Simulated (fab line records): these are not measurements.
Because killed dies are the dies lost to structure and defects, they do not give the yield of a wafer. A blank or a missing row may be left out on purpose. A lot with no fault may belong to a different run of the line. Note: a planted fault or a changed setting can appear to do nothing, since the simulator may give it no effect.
Matching of chambers + flow berkeley_cmos170 + UCB170_V1_CMP_02 on cmp-02 has 4 sister chambers
The step polishes SiO2. 4 wafers are shown with their chamber, then 7 later ones without.

## WAFERS, EACH WITH ITS CHAMBER
| wafer  | chamber | motor_current_A (A) |
|--------|---------|---------------------|
| L347.2 | 0       | 16.2                |
| L347.3 | 3       | 17.6                |
| L349.1 | 2       | 18.9                |
| L349.2 | 1       | 16.5                |

## WAFERS WITHOUT THEIR CHAMBER
| wafer  | motor_current_A (A) |
|--------|---------------------|
| L349.3 | 17.3                |
| L350.1 | 18.5                |
| L350.3 | 16.6                |
| L350.6 | 16.7                |
| L352.2 | 17.3                |
| L352.4 | 19.0                |
| L352.5 | 16.8                |

## WHICH CHAMBER EACH ONE RAN IN
| wafer  | from the rows above          | in truth                   |
|--------|------------------------------|----------------------------|
| L349.3 | can't be placed: 3 or 1      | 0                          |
| L350.1 | can't be placed: 2 or 3      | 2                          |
| L350.3 | can't be placed: 1 or 0      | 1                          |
| L350.6 | can't be placed: 1 or 0      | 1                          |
| L352.2 | can't be placed: 3 or 1      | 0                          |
| L352.4 | 2                            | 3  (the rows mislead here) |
| L352.5 | can't be placed: 1 or 0 or 3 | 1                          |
Correctly placed: 0 of 7. Not placeable from these rows: 6 (in 4, the candidates include the true chamber). Number placed wrongly: 1.
How it was worked out, from the rows above alone: a wafer's distance from a chamber is the root of the sum, over the readings, of the square of ((its reading less the chamber's mean) divided by the reading's scatter). If the next closest chamber is less than 2 further off than the closest, the wafer can't be placed; otherwise it belongs to the closest. The mean given for a chamber averages the wafers shown for that chamber. The scatter (one wafer shown for each chamber): square how far every hidden wafer sits from the nearest shown wafer, average those squares and take the square root.
